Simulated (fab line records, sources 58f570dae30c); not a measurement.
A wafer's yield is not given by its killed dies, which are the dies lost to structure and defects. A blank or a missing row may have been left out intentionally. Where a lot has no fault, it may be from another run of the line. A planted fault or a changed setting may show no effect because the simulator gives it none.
A lot that was struck, set against a sound lot	flow berkeley cmos170	16 steps out of a route of 331
Sound: wafers L583.3, L583.5, L583.6. Wafers L594.3, L594.5, L594.6 were the ones struck. Last of all comes the cause.
Per side, at each step with rows, come the tool, then ch with its chambers, and then its first start. Under that, the readings that differ: sound wafers	struck wafers	difference of the means	sigmas: that difference in standard deviations of wafers without a fault.
alike: same words and numbers on both sides, and readings whose means sit less than 2 such deviations apart. not compared: any withheld reading, any reading some wafer has no value for, any bound like >300 that may hide the same value, and any number with overlapping values for which the record gives no deviation.
The two part at a step that has a row with sigmas, a row that says differs or no value, or rows on one side only. Numbers that have no deviation but don't overlap get no sigmas and don't part them. A reading that every wafer of one side lacks parts them only if that side has two wafers or more.

UCB170_V1_CMP_02: polishes SiO2.
  sound on cmp-02 ch 0,1,3, day 9 07:33; struck on cmp-01 ch 0,1, day 11 20:31
  alike: motor current A
UCB170_V1_BOW_MEAS_03:
  struck on film metro-02, day 11 20:49; sound on film metro-04, day 9 07:45
  alike: V1_BOW
UCB170_V1_THK_MEAS_04:
  struck on film metro-02, day 11 20:55; sound on film metro-04, day 9 07:51
  alike: V1_POLISHED_THK
then, 7 steps without rows for these wafers: UCB170_V1_CLEAN_05 (cleans in DIW); UCB170_V1_HMDS_06 (prime time 60 s); UCB170_V1_COAT_07 (resist thk 900 nm); UCB170_V1_SOFTBAKE_08 (time 60 s); UCB170_V1_EXPOSE_09 (exposes mask VIA1, target cd 700 nm); UCB170_V1_PEB_10; UCB170_V1_DEVELOP_11 (develop time 45 s).
UCB170_V1_CD_MEAS_12: the cd target is 700 nm.
  struck on cd sem-02, day 11 22:13; sound on cd sem-02, day 9 09:31
  alike: cd nm
UCB170_V1_OVL_MEAS_13:
  struck on overlay-01, day 11 22:19; sound on overlay-02, day 9 09:37
  alike: V1_OVL
UCB170_V1_ETCH_14: etches SiO2 in CHF3/CF4/Ar, stops on Al, target depth 1250 nm, time 291 s.
  sound on rie diel-04 ch 0,2,3, day 9 09:38; struck on rie diel-02 ch 0,3, day 11 22:20
reading	sound	struck	difference	sigmas
oes product au (a.u.)	0.872 0.903 0.872	0.830 0.812 0.825	-0.060	-5
over etch frac	0.25 0.25 0.25	0.40924 0.40924 0.40924	+0.15924	
model.KrF_of_V1_COAT_07.thk nm (nm)	608.6 609.1 603.1	580.2 561.8 576.4	-34.1	
  alike: cf4 flow sccm, drypump motor current A, mfc ar sccm, throttle valve pct
  not compared: rf hours counter h
UCB170_V1_STRIP_15: strips in O2.
  sound on plasma asher-02 ch 0,1, day 9 09:51; struck on plasma asher-04 ch 0,1, day 11 22:33
reading	sound	struck	difference	sigmas
strip time to endpoint s (s)	15.27 15.30 15.13	14.58 14.17 14.52	-0.81	-7
  alike: drypump motor current A, oes product au
  not compared: rf hours counter h
UCB170_V1_CD_MEAS_90: the cd target is 700 nm.
  struck on cd sem-02, day 11 22:39; sound on cd sem-02, day 9 09:57
  alike: cd nm
then, 1 step without rows for these wafers: UCB170_M3_PROBE_99.

## WHERE THEY PART
First at UCB170_V1_ETCH_14; last, within this record, at UCB170_V1_STRIP_15. Later steps at which nothing parts them and some readings are alike: UCB170_V1_CD_MEAS_90.

WHY: whatever the simulator had introduced
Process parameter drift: rie diel-02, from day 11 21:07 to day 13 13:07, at UCB170_V1_ETCH_14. A move of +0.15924 in setting over etch frac, from 0.25. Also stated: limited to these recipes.
